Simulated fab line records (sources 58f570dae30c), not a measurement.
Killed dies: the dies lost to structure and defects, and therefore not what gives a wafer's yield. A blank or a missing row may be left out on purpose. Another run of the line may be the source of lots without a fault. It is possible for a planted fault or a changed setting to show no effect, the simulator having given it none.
A lot that was struck, set against a sound lot / flow berkeley-cmos170 / 20 steps out of a route of 331
Sound: these wafers, L856.1, L856.2, L856.3. The struck wafers were L859.3, L859.4, L859.5. Last of all comes the cause.
For every step that has rows: the tool of each side, followed by ch and its chambers, followed by its first start. Under that, the readings that differ: sound wafers / struck wafers / difference of the means / sigmas: that difference in standard deviations of wafers without a fault.
alike: readings with means less than 2 such deviations apart, plus words and numbers identical on both sides. not compared: withheld readings, readings lacking a value on some wafer, bounds such as >300 that could conceal the same value, and numbers that have no deviation in the record and whose values overlap.
A row with sigmas, a row that says differs or no value, or rows on one side alone: a step with any of these is where the two part. Numbers that have no deviation but don't overlap get no sigmas and don't part them. A reading that every wafer of one side lacks parts them only if that side has two wafers or more.

UCB170_M3_SPUTTER_01: material Al, target thk 900 nm, time 120 s.
  sound on pvd-sputter-04, day 7 18:36; struck on pvd-sputter-01, day 8 14:39
  alike: throttle-valve-pct
UCB170_M3_RS_MEAS_02: measures by four-point-probe.
  sound on film-metro-04, day 7 18:41; struck on film-metro-04, day 8 14:46
  alike: M3_AL_RS
UCB170_M3_THK_MEAS_03: measures by xrf.
  sound on film-metro-04, day 7 18:48; struck on film-metro-04, day 8 14:52
  alike: M3_AL_THK
then, 3 steps without rows for these wafers: UCB170_M3_HMDS_04 (prime time 60 s); UCB170_M3_COAT_05 (resist thk 900 nm); UCB170_M3_SOFTBAKE_06 (time 60 s).
UCB170_M3_STRIP_07: strips in O2.
  sound on plasma-asher-03 ch 0,1, day 7 19:19; struck on plasma-asher-04 ch 0,1, day 8 15:40
  alike: drypump-motor-current-A, oes-product-au, strip-time-to-endpoint-s
  not compared: rf-hours-counter-h
then, 5 steps without rows for these wafers: UCB170_M3_STRIP_08 (strips KrF in DMSO, time 600 s); UCB170_M3_COAT_09; UCB170_M3_COAT_10 (resist thk 900 nm); UCB170_M3_SOFTBAKE_11 (time 60 s); UCB170_M3_EXPOSE_12 (exposes mask METAL3, target cd 700 nm).
UCB170_M3_PEB_13:
  sound on litho-track-04 ch 0, day 7 20:20; struck on litho-track-04 ch 0, day 8 16:38
reading=heater-power-total-W (W); sound=56.70 56.82 56.88; struck=61.08 61.05 61.07; difference=+4.27; sigmas=+85
UCB170_M3_DEVELOP_14: develop time 45 s.
  sound: litho-track-04 ch 0; struck: litho-track-04 ch 0
reading=model.M3.cd-nm (nm); sound=701.4 701.4 700.7; struck=716.8 716.7 716.1; difference=+15.4; sigmas=
  alike: developer-temp-C
UCB170_M3_CD_MEAS_15: target cd 700 nm.
  sound on cd-sem-02, day 7 20:37; struck on cd-sem-02, day 8 17:11
reading=cd-nm (nm); sound=701.9 701.6 700.8; struck=716.9 716.7 715.7; difference=+15.0; sigmas=+9
  not compared: hold
UCB170_M3_OVL_MEAS_16:
  sound on overlay-01, day 7 20:44; struck on overlay-02, day 8 20:09
reading=hold; sound=- - -; struck=await-dispo/2.9h/release await-dispo/2.9h/release await-dispo/2.9h/release; difference=no value on the sound wafers; sigmas=
  alike: M3_OVL
UCB170_M3_ETCH_17: etches BARC in N2/H2.
  sound on rie-diel-02 ch 0,1,3, day 7 20:46; struck on rie-diel-02 ch 0,2,3, day 8 20:10
  alike: drypump-motor-current-A, oes-product-au, throttle-valve-pct
UCB170_M3_METAL_ETCH_18: etches Al in Cl2/BCl3, stops on SiO2, target depth 1170 nm, time 195 s.
  sound on rie-metal-02 ch 0,1, day 7 20:49; struck on rie-metal-03 ch 0,1, day 8 20:17
reading=model.M3.cd-nm (nm); sound=703.2 704.2 701.4; struck=722.6 716.5 719.2; difference=+16.5; sigmas=
  alike: drypump-motor-current-A, mfc-cl2-sccm, oes-product-au, throttle-valve-pct
  not compared: rf-hours-counter-h
UCB170_M3_STRIP_19: strips in O2.
  sound on plasma-asher-01 ch 0,1, day 7 21:00; struck on plasma-asher-03 ch 0,1, day 8 20:26
  alike: drypump-motor-current-A, oes-product-au
  not compared: rf-hours-counter-h
UCB170_M3_PROBE_99:
  rows exist in the record for the struck wafers here (prober-02, day 8 23:08), but not for the sound ones

## WHERE THEY PART
Last at UCB170_M3_PROBE_99 as far as this record goes, first at UCB170_M3_PEB_13.

WHY: what had been put in by the simulator
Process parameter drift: litho-track-04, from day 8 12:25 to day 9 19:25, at UCB170_M3_PEB_13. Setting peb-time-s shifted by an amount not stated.
